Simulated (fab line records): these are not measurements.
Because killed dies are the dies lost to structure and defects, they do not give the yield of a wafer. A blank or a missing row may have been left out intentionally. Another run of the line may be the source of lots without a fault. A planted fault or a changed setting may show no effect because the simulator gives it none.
A single fault, viewed from 2 desks -- flow ritCmos -- every desk sees just its own numbers, and what lay behind them comes last

## FROM THE METROLOGY DESK
Lot by lot, what the gauges showed, no matter which tool ran the lot: averages of those sampled wafers that carry a number. The brackets show how far a lot's mean lies from the usual mean; more than 4 standard deviations puts the lot out of limits, marked OUT.
Columns: A = cdNm at RIT_ACTIVE_CD_MEAS_11, usual 1399.6 nm
lot,first seen here,A
L569,day 1 20:28,1398.7
L571,day 2 06:11,1401.1
L572,day 2 11:08,1401.9
L573,day 2 16:51,1400.0
L575,day 3 03:25,1400.6
L580,day 4 03:31,1425.8 (+12) OUT
L581,day 4 08:40,1426.0 (+12) OUT
L582,day 4 13:26,1420.4 (+9.5) OUT
L584,day 4 22:36,1400.3
L585,day 5 03:47,1397.6
L586,day 5 09:40,1399.2
L587,day 5 13:38,1402.3
L589,day 5 23:47,1397.0
L590,day 6 05:24,1398.8
L591,day 6 09:29,1398.2
This desk finds L580, L581, L582 out of limits, L580 being first, at day 4 03:31 (cdNm at RIT_ACTIVE_CD_MEAS_11). L569, L571, L572, L573, L575, L584, L585, L586, L587, L589, L590, L591: within limits.

## DESK OF THE TOOL OWNER: lithoTrack-04
The tool's own readings at RIT_ACTIVE_COAT_06 (resist thk 1000 nm): means of the sampled wafers that have a number, for each lot that ran on this tool. The brackets show how far a lot's mean lies from the usual mean; more than 4 standard deviations puts the lot out of limits, marked OUT.
Columns: A = exhaustPa at RIT_ACTIVE_COAT_06, usual 45.1 Pa
lot,first seen here,A
L571,day 2 05:22,44.1
L572,day 2 10:19,46.3
L580,day 4 02:41,45.7
L581,day 4 07:51,44.6
L582,day 4 12:45,44.9
Finding of this desk: none of the 5 lots has anything out of limits.

## BROUGHT TOGETHER
An alarm was possible from the metrology desk at day 4 03:31, on L580, L581, L582.
The desk of the tool owner found nothing out of limits.
The tool owner's desk has L580, L581, L582 on record, within its limits.
On lithoTrack-04, each named lot ran RIT_ACTIVE_COAT_06.

## WHAT WAS PUT IN BY THE SIMULATOR
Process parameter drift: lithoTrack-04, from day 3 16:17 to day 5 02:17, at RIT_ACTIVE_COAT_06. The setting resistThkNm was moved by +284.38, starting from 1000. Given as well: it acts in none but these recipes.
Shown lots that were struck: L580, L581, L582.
Hours from the fault's start to each desk's first reading out of limits: the metrology desk, 11.
